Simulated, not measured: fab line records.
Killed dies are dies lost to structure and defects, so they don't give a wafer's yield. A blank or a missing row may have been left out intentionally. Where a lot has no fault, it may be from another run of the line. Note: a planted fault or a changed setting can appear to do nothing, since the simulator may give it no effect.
8D (eight disciplines) problem report, filled in by code / flow rit-cmos / the parts of the form that need people (team, actions taken, sign-off) are left out

== 1. WHAT IS WRONG ==
Mean of killed-at-front-end at RIT_M1_PROBE_99: 38.5 across 2 wafers in 2 lots; on wafers with no fault it is 6.9 (standard deviation 2.9). That puts it +11 standard deviations away from the usual mean.
First observed at day 5 17:10: wafer L226.6, on prober-01. The record holds 9 wafers of 3 lots with a number at this step. Rule for "out" (also "out of limits"): further than 4 standard deviations from the usual mean. The other wafers with a number count as sound.

== 2. WHAT IT IS; WHAT IT IS NOT ==
question=which readings at this step | is=killed-at-front-end, killed-dies, killed-on-rim | is not=killed-at-contacts, killed-open, killed-short
question=which lots | is=L226, L228 | is not=L236
question=which wafers of those lots | is=L226.6, L228.2 | is not=L226.1, L226.5, L228.1, L228.3
question=read on which tools | is=prober-01 | is not=-
question=when | is=from day 5 17:10 | is not=up to then (2 sound wafers); but 5 sound wafers of L228, L236 came after

== 3. THE SUSPECTS, EACH WITH WHAT RULES IT OUT ==
Counting: a tool at a process step up to the reading stays a suspect if it ran every lot that is out. Sound lots after the first of them don't rule it out here, since some wafers of a struck lot are sound.
- plasma-asher-01 at RIT_PRETRO_STRIP_09 (strips in O2, time 180 s): kept. It ran every lot that is out, first L226 (day 4 14:58).
- litho-track-04 at RIT_CONTACT_SOFTBAKE_04 (time 62.18 s): kept. It ran every lot that is out, first L226 (day 5 10:58).
- prober-01 at RIT_M1_PROBE_99: kept. It ran every lot that is out, first L226 (day 5 16:55). Out on those wafers are its own readings of killed-at-front-end, killed-dies, killed-on-rim.
- Within plasma-asher-01 at RIT_PRETRO_STRIP_09, the wafers that are out were processed in chamber 0 and their sound lot-mates in chamber 1.
After the count, these remain: plasma-asher-01 at RIT_PRETRO_STRIP_09, litho-track-04 at RIT_CONTACT_SOFTBAKE_04 and prober-01 at RIT_M1_PROBE_99.

== 4. THE CAUSE (what the simulator had put in) ==
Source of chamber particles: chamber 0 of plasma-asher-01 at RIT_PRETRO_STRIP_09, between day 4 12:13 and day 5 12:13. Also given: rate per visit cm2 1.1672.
Counting leaves 3 suspects; this tool is one of them.

== 5. THE EFFECT CHAIN, in route order ==
Each row: a reading where the mean over the struck wafers with a number is more than 3 standard deviations away from the usual. Readings are gone through only where the record gives a usual standard deviation; hours: the median, over the lots, of the time from a lot's start at the first step in this table giving one to that lot's start at this step; sigmas: the change measured in usual standard deviations.
hours=0; step=RIT_M1_PROBE_99; reading=killed-at-front-end; usual=6.9; on struck wafers=38.5; change=+31.6; sigmas=+11
hours=0; step=RIT_M1_PROBE_99; reading=killed-dies; usual=7.0; on struck wafers=38.5; change=+31.5; sigmas=+11
hours=0; step=RIT_M1_PROBE_99; reading=killed-on-rim; usual=1.9; on struck wafers=12.5; change=+10.6; sigmas=+7.6
The process steps in it:
- RIT_M1_PROBE_99

== 6. HOW IT WOULD HAVE BEEN CAUGHT EARLIER ==
In this record the first reading out of limits was taken at day 5 17:10, 29 hours after the fault began at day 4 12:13.
Of the tool readings at RIT_PRETRO_STRIP_09 for which the record gives a usual standard deviation, none was out on any struck wafer, so an alarm limit of 4 standard deviations on them would not have fired.
By day 5 17:10, every lot that is out (2) had started RIT_PRETRO_STRIP_09 on plasma-asher-01. Holding the tool at that point would not have protected any of them.
